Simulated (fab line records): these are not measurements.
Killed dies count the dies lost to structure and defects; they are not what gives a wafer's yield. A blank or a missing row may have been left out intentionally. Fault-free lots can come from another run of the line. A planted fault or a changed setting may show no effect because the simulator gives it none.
Problem report, 8D (eight disciplines) form, completed by code :: flow berkeley-cmos170 :: the parts of the form that need people (team, actions taken, sign-off) are left out

## 1. WHAT WENT WRONG
Across 6 wafers from 2 lots, PLDD_TW at UCB170_PLDD_TW_MEAS_11 averages 928, while fault-free wafers read 1004 with a standard deviation of 11. Relative to the usual mean, that is a shift of -7.0 standard deviations.
First seen on wafer L423.1, day 11 02:56, on film-metro-04. At this step, 42 wafers from 14 lots have a number in the record. Rule for "out" (also "out of limits"): further than 4 standard deviations from the usual mean. All remaining wafers that have a number are taken as sound.

## 2. WHAT IT IS AND WHAT IT IS NOT
question: which readings at this step
is: PLDD_TW
is not: -

question: which lots
is: L423, L424
is not: L404, L405, L406, L407, L408, L409, L410, L412, L413, L414, L419, L425

question: which wafers of those lots
is: all that have a number
is not: -

question: read on which gauges
is: film-metro-02, film-metro-04
is not: film-metro-01

question: when
is: from day 11 02:56
is not: up to then (33 sound wafers); but 3 sound wafers of L425 came after

## 3. THE SUSPECTS, EACH WITH WHAT RULES IT OUT
Counting: a tool at any process step up to the reading remains a suspect when it ran all the lots that are out and ran no sound lot after the first of those.
- ruled out: the gauge at UCB170_PLDD_TW_MEAS_11. 2 gauges (film-metro-02, film-metro-04) read the wafers that are out.
- implanter-03 at UCB170_PLDD_IMPLANT_08: kept. It processed each lot that is out, first L423 at day 11 02:32, and no sound lot thereafter; up to then, the last sound lot it processed was L414 at day 9 08:09. On those wafers its own readings are out: dose-ions-cm2, faraday-current-uA.
Left after counting: implanter-03 at UCB170_PLDD_IMPLANT_08.

## 4. THE CAUSE (what the simulator had put in)
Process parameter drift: implanter-03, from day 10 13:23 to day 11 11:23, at UCB170_PLDD_IMPLANT_08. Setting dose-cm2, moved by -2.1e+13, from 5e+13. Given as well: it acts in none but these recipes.
This tool alone remained once counting was done.

## 5. THE CHAIN OF EFFECTS, in route order
One row per reading whose mean, taken over the struck wafers that have a number, lies over 3 standard deviations from the usual. Only readings for which the record gives a usual standard deviation are gone through. hours: the time from each lot's start at the first step in this table that gives one to its start at this step, as a median over the lots. sigmas: the change in usual standard deviations.
hours: 0
step: UCB170_PLDD_IMPLANT_08
reading: dose-ions-cm2
usual: 4.999e+13
on struck wafers: 2.898e+13
change: -2.101e+13
sigmas: -99 or more

hours: 0
step: UCB170_PLDD_IMPLANT_08
reading: faraday-current-uA
usual: 158
on struck wafers: 92
change: -66
sigmas: -21

hours: 0
step: UCB170_PLDD_TW_MEAS_11
reading: PLDD_TW
usual: 1004
on struck wafers: 928
change: -76
sigmas: -7.0

hours: 15
step: UCB170_SDANNEAL_RS_MEAS_04
reading: PLDD_RS
usual: 1032.7 ohm/sq
on struck wafers: 1242.5
change: +209.8
sigmas: +81
Its process steps:
- UCB170_PLDD_IMPLANT_08

## 6. WHAT WOULD HAVE CAUGHT IT SOONER
In this record the first reading out of limits at a measuring or inspecting step was taken at day 11 02:56, 14 hours after the fault began at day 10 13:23.
The tool's own readings at UCB170_PLDD_IMPLANT_08 were out on every struck wafer that the step has a row for (dose-ions-cm2, faraday-current-uA): an alarm limit on them would have fired on the first of those.
Among the 2 lots that are out, L424 began UCB170_PLDD_IMPLANT_08 on implanter-03 after day 11 02:56. Holding the tool at that time would have saved it.
